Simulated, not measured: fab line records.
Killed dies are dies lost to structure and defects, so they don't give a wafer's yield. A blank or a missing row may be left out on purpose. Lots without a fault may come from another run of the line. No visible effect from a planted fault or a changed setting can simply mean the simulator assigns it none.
Which tool did it? + flow ritCmos + 39 wafers from 13 lots sampled at 2 of the route's 202 steps

WHAT THE GAUGES READ, wafer by wafer
The record holds no reading of a measuring or inspecting step that can be judged against a usual standard deviation.

EACH LOT AND THE TOOL THAT RAN IT (in order: tool; ch and the chambers of the sampled wafers; start)
| lot  | RIT_M1_HARDBAKE_11              | RIT_M1_PROBE_99        |
|------|---------------------------------|------------------------|
| L671 | lithoTrack-01 ch 0, day 3 10:47 | prober-01, day 3 13:17 |
| L672 | lithoTrack-03 ch 0, day 3 16:56 | prober-01, day 3 19:27 |
| L674 | lithoTrack-02 ch 0, day 4 02:58 | prober-01, day 4 05:28 |
| L679 | lithoTrack-02 ch 0, day 5 05:19 | prober-02, day 5 07:49 |
| L681 | lithoTrack-01 ch 0, day 5 15:14 | prober-02, day 5 17:44 |
| L682 | lithoTrack-03 ch 0, day 6 00:25 | prober-01, day 6 02:56 |
| L685 | lithoTrack-01 ch 0, day 6 12:54 | prober-01, day 6 15:26 |
| L687 | lithoTrack-01 ch 0, day 6 19:36 | prober-01, day 6 22:06 |
| L688 | lithoTrack-03 ch 0, day 7 04:42 | prober-02, day 7 07:20 |
| L689 | lithoTrack-01 ch 0, day 7 06:10 | prober-02, day 7 08:44 |
| L690 | lithoTrack-01 ch 0, day 7 10:57 | prober-01, day 7 13:27 |
| L691 | lithoTrack-03 ch 0, day 7 16:04 | prober-02, day 7 18:34 |
| L692 | lithoTrack-03 ch 0, day 7 20:01 | prober-01, day 7 22:31 |
- RIT_M1_HARDBAKE_11: time 120 s.
- RIT_M1_PROBE_99

WHAT THE TOOLS THEMSELVES READ (means of the sampled wafers that have a number; where no wafer has one, the mark that the record gives instead)
RIT_M1_HARDBAKE_11. Usual: chillPlateTempC 23.02 C, standard deviation 0.097; heaterPowerTotalW 52.02 W, standard deviation 0.064; plateTempC 140.01 C, standard deviation 0.14.
| lot  | tool          | chillPlateTempC (C) | heaterPowerTotalW (W) | plateTempC (C) | flag |
|------|---------------|---------------------|-----------------------|----------------|------|
| L671 | lithoTrack-01 | 23.04               | 52.03                 | 140.07         |      |
| L672 | lithoTrack-03 | 22.97               | 52.01                 | 139.91         |      |
| L674 | lithoTrack-02 | 23.06               | 52.01                 | 140.03         |      |
| L679 | lithoTrack-02 | 22.99               | 53.46                 | 142.85         | OFF  |
| L681 | lithoTrack-01 | 22.91               | 52.04                 | 139.93         |      |
| L682 | lithoTrack-03 | 23.01               | 52.00                 | 140.00         |      |
| L685 | lithoTrack-01 | 23.08               | 52.03                 | 140.17         |      |
| L687 | lithoTrack-01 | 22.96               | 51.99                 | 140.02         |      |
| L688 | lithoTrack-03 | 22.93               | 52.01                 | 140.03         |      |
| L689 | lithoTrack-01 | 22.94               | 52.04                 | 140.01         |      |
| L690 | lithoTrack-01 | 22.96               | 52.04                 | 139.91         |      |
| L691 | lithoTrack-03 | 23.05               | 52.05                 | 140.12         |      |
| L692 | lithoTrack-03 | 23.13               | 52.02                 | 140.05         |      |

RIT_M1_PROBE_99. Usual: defectLimitedYield 97.3 %, standard deviation 1.3; killedAtContacts 0.0, standard deviation 0.18; killedAtFrontEnd 7, standard deviation 3.4; killedDies 7, standard deviation 3.4; killedOpen 3.4, standard deviation 2; killedShort 3.6, standard deviation 2.1; sort_bin_3_pad_short 0.2 %, standard deviation 0.3; sort_bin_5_function 1.5 %, standard deviation 0.83; sort_bin_6_memory 1.0 %, standard deviation 0.7; sortNPass 257, standard deviation 3.4; sortYieldPct 97.3 %, standard deviation 1.3.
| lot  | tool      | defectLimitedYield (%) | killedAtContacts | killedAtFrontEnd | killedDies | killedOpen | killedShort | sort_bin_3_pad_short (%) | sort_bin_5_function (%) | sort_bin_6_memory (%) | sortNPass | sortYieldPct (%) | flag |
|------|-----------|------------------------|------------------|------------------|------------|------------|-------------|--------------------------|-------------------------|-----------------------|-----------|------------------|------|
| L671 | prober-01 | 97.3                   | 0.0              | 7                | 7          | 4.3        | 2.7         | 0.1                      | 1.8                     | 0.8                   | 257       | 97.3             |      |
| L672 | prober-01 | 96.2                   | 0.0              | 10               | 10         | 4.3        | 5.7         | 0.4                      | 1.6                     | 1.8                   | 254       | 96.2             |      |
| L674 | prober-01 | 97.3                   | 0.0              | 7                | 7          | 4.3        | 2.7         | 0.1                      | 1.1                     | 1.4                   | 257       | 97.3             |      |
| L679 | prober-02 | 98.5                   | 0.0              | 4                | 4          | 1.7        | 2.3         | 0.0                      | 0.8                     | 0.8                   | 260       | 98.5             |      |
| L681 | prober-02 | 97.0                   | 0.3              | 8                | 8          | 3.7        | 4.3         | 0.3                      | 1.6                     | 1.2                   | 256       | 97.0             |      |
| L682 | prober-01 | 96.2                   | 0.0              | 10               | 10         | 5.3        | 4.7         | 0.4                      | 2.1                     | 1.3                   | 254       | 96.2             |      |
| L685 | prober-01 | 96.6                   | 0.0              | 9                | 9          | 6.0        | 3.0         | 0.4                      | 1.4                     | 1.6                   | 255       | 96.6             |      |
| L687 | prober-01 | 97.1                   | 0.0              | 8                | 8          | 3.3        | 4.3         | 0.1                      | 1.1                     | 1.6                   | 256       | 97.1             |      |
| L688 | prober-02 | 97.7                   | 0.0              | 6                | 6          | 3.0        | 3.0         | 0.0                      | 1.8                     | 0.5                   | 258       | 97.7             |      |
| L689 | prober-02 | 98.9                   | 0.0              | 3                | 3          | 1.0        | 2.0         | 0.0                      | 0.5                     | 0.6                   | 261       | 98.9             |      |
| L690 | prober-01 | 97.0                   | 0.0              | 8                | 8          | 4.3        | 3.7         | 0.0                      | 1.6                     | 1.4                   | 256       | 97.0             |      |
| L691 | prober-02 | 98.2                   | 0.0              | 5                | 5          | 2.3        | 2.3         | 0.0                      | 0.8                     | 1.0                   | 259       | 98.2             |      |
| L692 | prober-01 | 98.2                   | 0.0              | 5                | 5          | 3.7        | 1.0         | 0.0                      | 0.9                     | 0.9                   | 259       | 98.2             |      |

THE ANSWER, worked out from the rows above alone
Rule: lot off if the mean of its wafers having a number is beyond 3 standard deviations from the usual mean. Also off: a lot with no number at a reading for which 4 or more lots have one. All remaining lots with rows at the step are treated as sound. First the gauges in route order, then the tools' own readings, where a lot's mean is used as printed above. At the first step where some lot is off, the reading lying furthest off is the one used; lots without a number count as furthest.
Off: L679, at RIT_M1_HARDBAKE_11 (heaterPowerTotalW).
If a tool, at that step or one of the process steps before it, ran each lot that is off and ran no sound lot following the first of them, it fits. One candidate fits, namely lithoTrack-02 at RIT_M1_HARDBAKE_11. Its last sound lot is L674 (day 4 02:58), its first lot that is off L679 (day 5 05:19): a fault that began between those two fits.
The tool's own readings at RIT_M1_HARDBAKE_11 bear it out: on the lots that are off they differ by more than 5 times the standard deviation of the sound lots' means. heaterPowerTotalW reads 53.46 W there against 52.02 W on the sound lots; plateTempC reads 142.85 C there against 140.02 C on the sound lots.

WHAT THE SIMULATOR HAD INSERTED
Drift in process parameters on lithoTrack-02 at RIT_M1_HARDBAKE_11, starting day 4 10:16. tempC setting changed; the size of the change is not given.
Struck lots among those shown: L679. Same finding as the rule above.
